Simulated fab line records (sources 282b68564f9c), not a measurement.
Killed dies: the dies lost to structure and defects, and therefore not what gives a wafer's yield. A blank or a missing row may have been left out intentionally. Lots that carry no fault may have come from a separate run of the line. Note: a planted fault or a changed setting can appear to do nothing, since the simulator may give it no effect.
Split-lot experiment -- flow rit_cmos -- route with 202 steps; 5 lots, 23 wafers read

SPLIT DETAILS
At RIT_SILICIDE_SPUTTER_01 (material Ti, target thk 30 nm, time 240 s), the setting time_s was moved away from the recipe's 240 s on 8 of the 23 wafers read, by -11.7% to +12.4%. The other wafers ran this setting at the recipe's value.

FROM THE SPLIT TO THE READING: what the file shows between them, 1 step
- RIT_SILICIDE_RS_MEAS_02: measures by four-point-probe

THE READING
SILICIDE_TI_THK, in nm, at RIT_SILICIDE_THK_MEAS_03 (measures by xrf). A value of 30.06 nm with a standard deviation of 0.26 nm is what fault-free wafers of this fab line usually give.

wafer,"tool, chamber at the split","time_s as run, s",against the recipe,"SILICIDE_TI_THK, nm",against lot-mates on the recipe
L076.1,"pvd_sputter-04, -",240,recipe,30.01,-
L076.2,"pvd_sputter-04, -",240,recipe,29.95,-
L076.6,"pvd_sputter-04, -",240,recipe,29.69,-
L077.2,"pvd_sputter-03, -",240,recipe,29.92,-
L077.3,"pvd_sputter-03, -",228.6,-4.7%,28.68,-1.48
L077.4,"pvd_sputter-03, -",228.6,-4.7%,28.85,-1.31
L077.5,"pvd_sputter-03, -",228.6,-4.7%,28.43,-1.73
L077.6,"pvd_sputter-03, -",240,recipe,30.40,-
L079.2,"pvd_sputter-03, -",240,recipe,30.30,-
L079.3,"pvd_sputter-03, -",269.7,+12.4%,33.98,+3.59
L079.4,"pvd_sputter-03, -",269.7,+12.4%,33.95,+3.56
L079.5,"pvd_sputter-03, -",240,recipe,30.27,-
L079.6,"pvd_sputter-03, -",240,recipe,30.59,-
L080.1,"pvd_sputter-04, -",240,recipe,29.50,-
L080.2,"pvd_sputter-04, -",240,recipe,29.84,-
L080.4,"pvd_sputter-04, -",240,recipe,29.90,-
L080.5,"pvd_sputter-04, -",240,recipe,29.98,-
L080.6,"pvd_sputter-04, -",240,recipe,29.95,-
L084.1,"pvd_sputter-04, -",211.8,-11.7%,26.47,-3.39
L084.2,"pvd_sputter-04, -",240,recipe,29.68,-
L084.3,"pvd_sputter-04, -",211.8,-11.7%,26.63,-3.23
L084.4,"pvd_sputter-04, -",240,recipe,30.04,-
L084.5,"pvd_sputter-04, -",211.8,-11.7%,26.29,-3.57

THE FIT
A straight line over all 23 wafers: SILICIDE_TI_THK changes by +0.308 nm for each +1% of time_s; r = +0.99; the points scatter about the line by 0.26 nm.
The same after taking each lot's own level away (the mean of its wafers on the recipe; 23 wafers): +0.291 nm for each +1%; r = +1.00; scatter 0.17 nm.
According to that fit, moving time_s by its largest amount changes the reading by 3.6 nm.
The lots' own levels span 29.834 to 30.387 nm, that is 2.1 times the standard deviation above.
Hence the lot-to-lot level has little effect on the slope; both slopes agree.
Check: for one of the wafers moved furthest among these (+12.4%), held out of the fit, the line's prediction against its lot-mates is +3.58 nm. Against them it came out at +3.59 nm.

THESE WAFERS: OTHER SPLITS
Note: prior to the reading, these wafers also went through further splits. Each is held against what the fit with the lots' levels taken away leaves over:
other split on the same wafers,wafers away from the commonest value,r with SILICIDE_TI_THK (lot level and that fit taken away)
RIT_PSD_HARDBAKE_07 temp_c,7,-0.02

THE WHOLE CHAIN: every reading that the file lists as answering this split, in the file's order
step,what it does,reading,change (the file's fit),r (the file's)
RIT_SILICIDE_SPUTTER_01,"material Ti, target thk 30 nm, time 240 s","Ti_of_SILICIDE_SPUTTER_01.thk_nm (the simulator's own value, which no gauge read)",+0.289 nm for each +1% of the setting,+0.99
RIT_SILICIDE_RS_MEAS_02,measures by four-point-probe,SILICIDE_TI_RS,-0.583 for each +1% of the setting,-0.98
RIT_SILICIDE_THK_MEAS_03,measures by xrf,SILICIDE_TI_THK,+0.291 for each +1% of the setting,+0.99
RIT_M1_PROBE_99,,killed_at_front_end,"not straight: 5.3 at the lowest setting, 13.6 at the recipe, 2.5 at the highest",not given

FILE'S OWN FIT
SILICIDE_TI_THK changes by +0.291 nm for each +1% of time_s, r = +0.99.
